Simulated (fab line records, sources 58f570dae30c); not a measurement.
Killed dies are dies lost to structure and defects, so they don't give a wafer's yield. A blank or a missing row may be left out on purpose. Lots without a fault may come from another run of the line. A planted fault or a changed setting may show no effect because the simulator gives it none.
Tool commonality check | flow berkeley_cmos170 | 13 lots, 39 wafers sampled

WHY IT WAS OPENED
At UCB170_PWELL_THK_MEAS_06 the reading PWELL_NITRIDE_THK is flagged on 1 of 13 lots. Wafers without a fault read 220.5 nm, standard deviation 1.9.
Rule: a lot is flagged when every wafer of it that has a number lies more than 4 standard deviations from that mean, or none has a number. The other lots count as sound.

lot  | measured    | on            | PWELL_NITRIDE_THK (nm), wafer by wafer | flag
L130 | day 3 10:41 | film_metro-03 | 216.1 217.5 218.1                      |
L131 | day 3 10:41 | film_metro-02 | 223.7 223.0 223.4                      |
L133 | day 3 14:19 | film_metro-03 | 220.1 219.1 217.9                      |
L136 | day 4 11:09 | film_metro-01 | 219.3 219.6 220.3                      |
L137 | day 4 19:13 | film_metro-03 | 221.4 221.4 222.3                      |
L139 | day 5 05:33 | film_metro-02 | 220.3 219.1 221.2                      |
L140 | day 5 05:34 | film_metro-03 | 216.5 216.2 217.7                      |
L145 | day 6 16:55 | film_metro-02 | 221.5 222.1 219.8                      |
L146 | day 7 00:27 | film_metro-02 | 179.5 181.8 181.4                      | FLAGGED
L150 | day 7 21:41 | film_metro-01 | 218.1 217.8 219.8                      |
L151 | day 8 03:40 | film_metro-02 | 221.4 222.0 222.0                      |
L153 | day 8 03:40 | film_metro-01 | 221.8 222.9 224.3                      |
L152 | day 8 03:42 | film_metro-03 | 220.2 220.1 219.3                      |
The numbers of the flagged lots are 180.9 nm on average: -39.6 nm against the usual, or -21 standard deviations.

WHICH TOOL RAN EACH LOT
The record holds 1 process step before the reading, out of a route of 331 steps. In each cell: the tool, then ch and the chambers that the sampled wafers went through, then the start.
lot  | flag    | UCB170_PWELL_CVD_05
L130 |         | lpcvd-01 ch 0, day 3 08:46
L131 |         | lpcvd-01 ch 0, day 3 08:46
L133 |         | lpcvd-02 ch 1, day 3 12:21
L136 |         | lpcvd-01 ch 0, day 4 09:14
L137 |         | lpcvd-01 ch 1, day 4 17:17
L139 |         | lpcvd-02 ch 1, day 5 03:38
L140 |         | lpcvd-02 ch 0, day 5 03:38
L145 |         | lpcvd-02 ch 1, day 6 14:59
L146 | FLAGGED | lpcvd-02 ch 0, day 6 22:31
L150 |         | lpcvd-02 ch 1, day 7 19:45
L151 |         | lpcvd-02 ch 1, day 8 01:45
L153 |         | lpcvd-02 ch 1, day 8 01:45
L152 |         | lpcvd-02 ch 1, day 8 01:45
What these steps do:
- UCB170_PWELL_CVD_05: deposits Si3N4 from SiH2Cl2/NH3, target thk 220 nm, time 3300 s.
- UCB170_PWELL_THK_MEAS_06

FLAGGED OVER TOTAL, TOOL BY TOOL (the gauges that took the reading come last)
step                     | tool          | lots run | flagged | share of the flagged lots | sound lots run after its first flagged lot
UCB170_PWELL_CVD_05      | lpcvd-01      | 4        | 0       | none                      | -
UCB170_PWELL_CVD_05      | lpcvd-02      | 9        | 1       | all                       | 4 (L150,L151,L152,L153)
UCB170_PWELL_THK_MEAS_06 | film_metro-01 | 3        | 0       | none                      | -
UCB170_PWELL_THK_MEAS_06 | film_metro-02 | 5        | 1       | all                       | 1 (L151)
UCB170_PWELL_THK_MEAS_06 | film_metro-03 | 5        | 0       | none                      | -

WHAT THE TABLE ALLOWS
2 rows of the table ran every flagged lot: lpcvd-02 at UCB170_PWELL_CVD_05, film_metro-02 at UCB170_PWELL_THK_MEAS_06.
- lpcvd-02 at UCB170_PWELL_CVD_05: 1 of its 9 lots flagged. Sound lots ran on it after the first flagged one (L150, L151, L152, L153), which a lasting fault on the whole tool wouldn't allow. Its own readings lie more than 4 standard deviations out on every wafer of the flagged lots: pressure_mtorr.
- film_metro-02 at UCB170_PWELL_THK_MEAS_06: 1 of its 5 lots flagged. Sound lots ran on it after the first flagged one (L151), which a lasting fault on the whole tool wouldn't allow.
No row of the table ran every flagged lot and no sound lot after the first.

WHAT THE SIMULATOR HAD PUT IN
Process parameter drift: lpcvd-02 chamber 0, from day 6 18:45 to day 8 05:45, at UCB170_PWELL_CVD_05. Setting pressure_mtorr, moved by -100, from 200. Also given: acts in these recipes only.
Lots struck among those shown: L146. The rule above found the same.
